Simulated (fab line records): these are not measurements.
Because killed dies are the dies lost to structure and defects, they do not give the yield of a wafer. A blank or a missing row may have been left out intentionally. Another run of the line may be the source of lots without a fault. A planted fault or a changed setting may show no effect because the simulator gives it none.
Split-lot trial    flow berkeley-cmos170    route with 331 steps; 5 lots, 23 wafers read

## SPLIT DETAILS
At UCB170_PSD_IMPLANT_08, the setting energy-kev was moved away from the recipe's 20 on 9 of the 23 wafers read, by -4.5% to +4.8%. All remaining wafers had this setting at the recipe value.

## FROM SPLIT TO READING: 1 step shown by the file between the two
- UCB170_PSD_STRIP_09: strips in O2

## THE READING
PSD_TW, at UCB170_PSD_TW_MEAS_10. On this fab line, fault-free wafers typically give 2331 with a standard deviation of 9.2.

wafer   tool, chamber at the split  energy-kev as run  against the recipe  PSD_TW  against lot-mates on the recipe
L074.1  implanter-01, 0             20                 recipe              2332    -
L074.2  implanter-01, 0             20.96              +4.8%               2359    +30
L074.3  implanter-01, 0             20.96              +4.8%               2353    +24
L074.4  implanter-01, 0             20.96              +4.8%               2349    +20
L074.6  implanter-01, 0             20                 recipe              2327    -
L075.2  implanter-01, 0             20                 recipe              2353    -
L075.4  implanter-01, 0             20                 recipe              2356    -
L075.5  implanter-01, 0             20                 recipe              2348    -
L080.1  implanter-02, 0             20                 recipe              2334    -
L080.3  implanter-02, 0             20                 recipe              2324    -
L080.4  implanter-02, 0             20                 recipe              2324    -
L080.5  implanter-02, 0             20                 recipe              2336    -
L080.6  implanter-02, 0             20                 recipe              2335    -
L076.1  implanter-03, 0             19.26              -3.7%               2308    -29
L076.2  implanter-03, 0             19.26              -3.7%               2308    -29
L076.4  implanter-03, 0             20                 recipe              2339    -
L076.5  implanter-03, 0             19.26              -3.7%               2302    -35
L076.6  implanter-03, 0             20                 recipe              2335    -
L085.1  implanter-02, 0             19.09              -4.5%               2300    -33
L085.2  implanter-02, 0             20                 recipe              2338    -
L085.4  implanter-02, 0             20                 recipe              2328    -
L085.5  implanter-02, 0             19.09              -4.5%               2304    -29
L085.6  implanter-02, 0             19.09              -4.5%               2298    -35

THE FIT
A straight line over all 23 wafers: PSD_TW changes by +6.01 for each +1% of energy-kev; r = +0.87; the points scatter about the line by 9.5.
The same after taking each lot's own level away (the mean of its wafers on the recipe; 23 wafers): +6.45 for each +1%; r = +0.96; scatter 5.1.
That fit puts the effect of the largest move of energy-kev on the reading at 31.
From 2329.5 to 2352.3: that is the span of the lots' own levels, equal to 2.5 times the standard deviation above.
So the lot-to-lot level changes the slope little: the two slopes agree.
Check: +28.5 against its lot-mates is what the line predicts for one of the wafers moved furthest among these (+4.8%) when that wafer is left out of the fit. It came out at +29.5 against them.

## FURTHER SPLITS ON THESE WAFERS
These wafers also went through other splits before the reading. Each is held against what the fit with the lots' levels taken away leaves over:
other split on the same wafers          wafers away from the commonest value  r with PSD_TW (lot level and that fit taken away)
UCB170_NWELL_CVD_04 sih2cl2-flow-sccm   15                                    +0.36
UCB170_PWELL_ETCH_14 rf-w               6                                     -0.28
UCB170_ACTIVE_CVD_05 sih2cl2-flow-sccm  18                                    -0.11
UCB170_ACTIVE_EXPOSE_10 dose-mj         7                                     +0.08
UCB170_GATE_COAT_07 resist-thk-nm       10                                    +0.01
UCB170_PLDD_IMPLANT_09 dose-cm2         9                                     -0.11

## THE WHOLE CHAIN: every reading that the file lists as answering this split, in the file's order
step                   what it does  reading                                                          change (the file's fit)                r (the file's)
UCB170_PSD_IMPLANT_08                implant.rp-nm (the simulator's own value, which no gauge read)   +0.644 nm for each +1% of the setting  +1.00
UCB170_PSD_IMPLANT_08                implant.drp-nm (the simulator's own value, which no gauge read)  +0.209 nm for each +1% of the setting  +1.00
UCB170_PSD_STRIP_09    strips in O2  strip-time-to-endpoint-s                                         withheld for each +1% of the setting   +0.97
UCB170_PSD_TW_MEAS_10                PSD_TW                                                           +6.49 for each +1% of the setting      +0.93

## FILE'S OWN FIT
PSD_TW changes by +6.49 for each +1% of energy-kev, r = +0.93.
